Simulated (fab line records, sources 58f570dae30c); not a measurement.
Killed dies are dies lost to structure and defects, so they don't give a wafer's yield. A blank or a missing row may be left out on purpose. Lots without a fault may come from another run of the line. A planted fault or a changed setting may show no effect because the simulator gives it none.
Which tool did it? | flow berkeley_cmos170 | 14 lots, 42 wafers sampled, at 6 steps of a route of 331

WHAT THE GAUGES READ, wafer by wafer
UCB170_GATE_CD_MEAS_12: target cd 350 nm. Usual: cd_nm 349.9 nm, standard deviation 1.4.
lot  | measured     | on        | cd_nm (nm)        | flag
L264 | day 6 12:10  | cd_sem-02 | 351.5 352.0 351.0 |
L267 | day 6 22:25  | cd_sem-02 | 348.5 349.3 347.8 |
L265 | day 6 22:31  | cd_sem-02 | 348.9 348.2 348.3 |
L266 | day 6 22:37  | cd_sem-02 | 350.0 348.7 348.7 |
L268 | day 7 05:51  | cd_sem-01 | 349.2 351.3 349.1 |
L272 | day 7 12:09  | cd_sem-01 | 350.4 349.7 349.4 |
L273 | day 7 12:11  | cd_sem-02 | 351.5 351.8 351.9 |
L271 | day 7 12:23  | cd_sem-01 | 349.9 351.0 349.6 |
L270 | day 7 12:31  | cd_sem-01 | 351.8 350.9 348.7 |
L277 | day 8 17:28  | cd_sem-01 | 350.1 348.7 349.1 |
L281 | day 9 21:10  | cd_sem-01 | 350.0 349.4 349.6 |
L282 | day 9 21:19  | cd_sem-02 | 349.7 348.7 350.0 |
L286 | day 11 00:58 | cd_sem-01 | 348.6 349.0 349.6 |
L287 | day 11 05:40 | cd_sem-01 | 352.1 350.4 351.4 |

UCB170_PLDD_OVL_MEAS_07. Usual: PLDD_OVL 4 nm, standard deviation 5.5.
lot  | measured     | on         | PLDD_OVL (nm) | flag
L264 | day 6 14:54  | overlay-02 | 6 7 5         |
L267 | day 7 00:01  | overlay-01 | -5 3 0        |
L265 | day 7 00:19  | overlay-02 | 6 -1 2        |
L266 | day 7 00:40  | overlay-01 | 4 3 0         |
L268 | day 7 08:05  | overlay-01 | -4 -5 -1      |
L272 | day 7 15:04  | overlay-02 | 7 2 8         |
L273 | day 7 14:26  | overlay-01 | 0 -1 2        |
L271 | day 7 15:11  | overlay-01 | -11 -15 -2    |
L270 | day 7 15:18  | overlay-01 | 14 10 11      |
L277 | day 8 19:17  | overlay-01 | -4 1 -2       |
L281 | day 10 02:25 | overlay-01 | 8 11 20       |
L282 | day 10 03:19 | overlay-01 | 3 4 4         |
L286 | day 11 04:04 | overlay-02 | 3 8 13        |
L287 | day 11 07:25 | overlay-02 | 11 15 9       |

UCB170_NLDD_OVL_MEAS_07. Usual: NLDD_OVL 5 nm, standard deviation 5.
lot  | measured     | on         | NLDD_OVL (nm) | flag
L264 | day 6 16:45  | overlay-02 | 3 1 -3        |
L267 | day 7 02:05  | overlay-01 | 0 -1 0        |
L265 | day 7 02:34  | overlay-02 | 14 10 18      |
L266 | day 7 02:34  | overlay-01 | 5 4 12        |
L268 | day 7 09:50  | overlay-02 | 0 6 7         |
L272 | day 7 17:11  | overlay-01 | 7 7 11        |
L273 | day 7 16:08  | overlay-01 | -1 -3 0       |
L271 | day 7 16:56  | overlay-02 | 5 2 10        |
L270 | day 7 17:18  | overlay-01 | 9 10 10       |
L277 | day 8 21:14  | overlay-01 | 8 -4 3        |
L281 | day 10 04:50 | overlay-01 | 5 5 4         |
L282 | day 10 05:07 | overlay-02 | 12 15 12      |
L286 | day 11 06:21 | overlay-01 | 1 10 7        |
L287 | day 11 09:28 | overlay-02 | 9 9 7         |

UCB170_SDANNEAL_RS_MEAS_04: measures by four-point-probe. Usual: PLDD_RS 1032.2 ohm/sq, standard deviation 2.9.
lot  | measured     | on            | PLDD_RS (ohm/sq)                          | flag
L264 | day 7 03:29  | film_metro-04 | 1035.8 1037.1 1036.4                      |
L267 | day 7 15:05  | film_metro-03 | 1027.8 1029.1 1025.7                      |
L265 | day 7 15:17  | film_metro-04 | 1028.8 1029.1 1032.1                      |
L266 | day 7 14:11  | film_metro-03 | 1033.6 1028.5 1031.3                      |
L268 | day 7 20:32  | film_metro-04 | 1033.9 1033.8 1032.3                      |
L272 | day 8 06:16  | film_metro-03 | 1033.0 1026.3 1030.5                      |
L273 | day 8 05:59  | film_metro-02 | 1033.1 1031.6 1031.4                      |
L271 | day 8 05:49  | film_metro-04 | 1034.3 1032.1 1034.0                      |
L270 | day 8 05:47  | film_metro-03 | 1033.4 1031.5 1028.7                      |
L277 | day 9 10:19  | film_metro-04 | 1034.8 1035.2 1035.2                      |
L281 | day 10 16:28 | film_metro-04 | 1095.4 1092.5 1088.3 1095.8 1093.4 1089.6 | OFF
L282 | day 10 15:43 | film_metro-03 | 1094.2 1097.3 1092.1 1096.2 1096.5 1090.9 | OFF
L286 | day 11 16:43 | film_metro-04 | 1034.3 1032.0 1036.1                      |
L287 | day 11 21:17 | film_metro-04 | 1039.6 1034.2 1037.7                      |

UCB170_SDANNEAL_RS_MEAS_05: measures by four-point-probe. Usual: NLDD_RS 617.1 ohm/sq, standard deviation 1.4.
lot  | measured     | on            | NLDD_RS (ohm/sq)                    | flag
L264 | day 7 03:37  | film_metro-04 | 617.6 617.9 616.2                   |
L267 | day 7 15:13  | film_metro-03 | 616.3 616.9 615.3                   |
L265 | day 7 15:24  | film_metro-04 | 617.8 617.5 615.9                   |
L266 | day 7 14:18  | film_metro-03 | 617.4 617.5 616.8                   |
L268 | day 7 20:39  | film_metro-04 | 615.9 616.7 614.4                   |
L272 | day 8 06:23  | film_metro-03 | 618.7 618.8 616.7                   |
L273 | day 8 06:07  | film_metro-02 | 617.3 618.8 617.8                   |
L271 | day 8 05:56  | film_metro-04 | 617.9 617.8 618.2                   |
L270 | day 8 05:54  | film_metro-03 | 617.8 616.5 616.5                   |
L277 | day 9 10:26  | film_metro-04 | 618.5 617.4 616.5                   |
L281 | day 10 23:46 | film_metro-04 | 622.7 623.3 623.4 622.5 624.4 622.9 | OFF
L282 | day 10 18:22 | film_metro-03 | 623.9 624.3 623.2 625.5 623.7 624.0 | OFF
L286 | day 11 16:50 | film_metro-04 | 614.4 615.5 615.4                   |
L287 | day 11 21:25 | film_metro-04 | 617.0 616.6 616.3                   |

WHICH TOOL RAN EACH LOT (tool, then ch and the chambers of the sampled wafers, then the start)
lot  | UCB170_SPACER_ANNEAL_02
L264 | furnace-04 ch 0, day 6 21:00
L267 | furnace-04 ch 0, day 7 06:45
L265 | furnace-04 ch 0, day 7 06:45
L266 | furnace-04 ch 0, day 7 06:45
L268 | furnace-04 ch 0, day 7 12:25
L272 | furnace-02 ch 0, day 7 19:59
L273 | furnace-02 ch 0, day 7 19:59
L271 | furnace-02 ch 0, day 7 19:59
L270 | furnace-02 ch 0, day 7 19:59
L277 | furnace-02 ch 0, day 9 01:55
L281 | furnace-02 ch 0, day 10 08:23
L282 | furnace-02 ch 0, day 10 08:23
L286 | furnace-04 ch 0, day 11 09:12
L287 | furnace-01 ch 0, day 11 13:10
- UCB170_SPACER_ANNEAL_02: time 1800 s.

WHAT THE TOOLS THEMSELVES READ (means of the sampled wafers that have a number; where no wafer has one, the mark that the record gives instead)
UCB170_SPACER_ANNEAL_02. Usual: tube_center_temp_C 899.99 C, standard deviation 0.085; zone_power_source_pct 25.9 %, standard deviation 2.2.
lot  | tool       | tube_center_temp_C (C) | zone_power_source_pct (%) | flag
L264 | furnace-04 | 899.99                 | 28.1                      |
L267 | furnace-04 | 899.97                 | 28.1                      |
L265 | furnace-04 | 900.03                 | 28.4                      |
L266 | furnace-04 | 900.03                 | 28.4                      |
L268 | furnace-04 | 899.90                 | 28.3                      |
L272 | furnace-02 | 899.95                 | 23.8                      |
L273 | furnace-02 | 899.98                 | 23.9                      |
L271 | furnace-02 | 899.90                 | 23.9                      |
L270 | furnace-02 | 900.01                 | 23.8                      |
L277 | furnace-02 | 899.96                 | 23.6                      |
L281 | furnace-02 | 900.01                 | 23.6                      |
L282 | furnace-02 | 899.91                 | 23.7                      |
L286 | furnace-04 | 900.01                 | 28.1                      |
L287 | furnace-01 | 899.93                 | 26.1                      |

THE ANSWER, worked out from the rows above alone
Rule: a lot is off if the mean of its wafers that have a number lies more than 3 standard deviations from the usual mean. A lot without any number at a reading at which 4 lots or more have one is off too. The other lots that the step has rows for count as sound. The gauges are gone through in route order, then the tools' own readings, and for those a lot's mean is taken as printed above. The first step at which some lot is off is used, and at that step the reading that is off furthest; a lot without a number counts as furthest.
Off: L281, L282, at UCB170_SDANNEAL_RS_MEAS_04 (PLDD_RS).
A tool fits if, at a process step before that reading, it ran every lot that is off, and no sound lot after the first of them. The gauges at UCB170_SDANNEAL_RS_MEAS_04 are tried like those tools. One fits: furnace-02 at UCB170_SPACER_ANNEAL_02. Its last sound lot is L277 (day 9 01:55), its first lot that is off L281 (day 10 08:23): a fault that began between those two fits.

WHAT THE SIMULATOR HAD PUT IN
Process parameter drift: furnace-02, from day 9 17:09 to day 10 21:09, at UCB170_SPACER_ANNEAL_02. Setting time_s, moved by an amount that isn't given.
Lots struck among those shown: L281, L282. The rule above found the same.
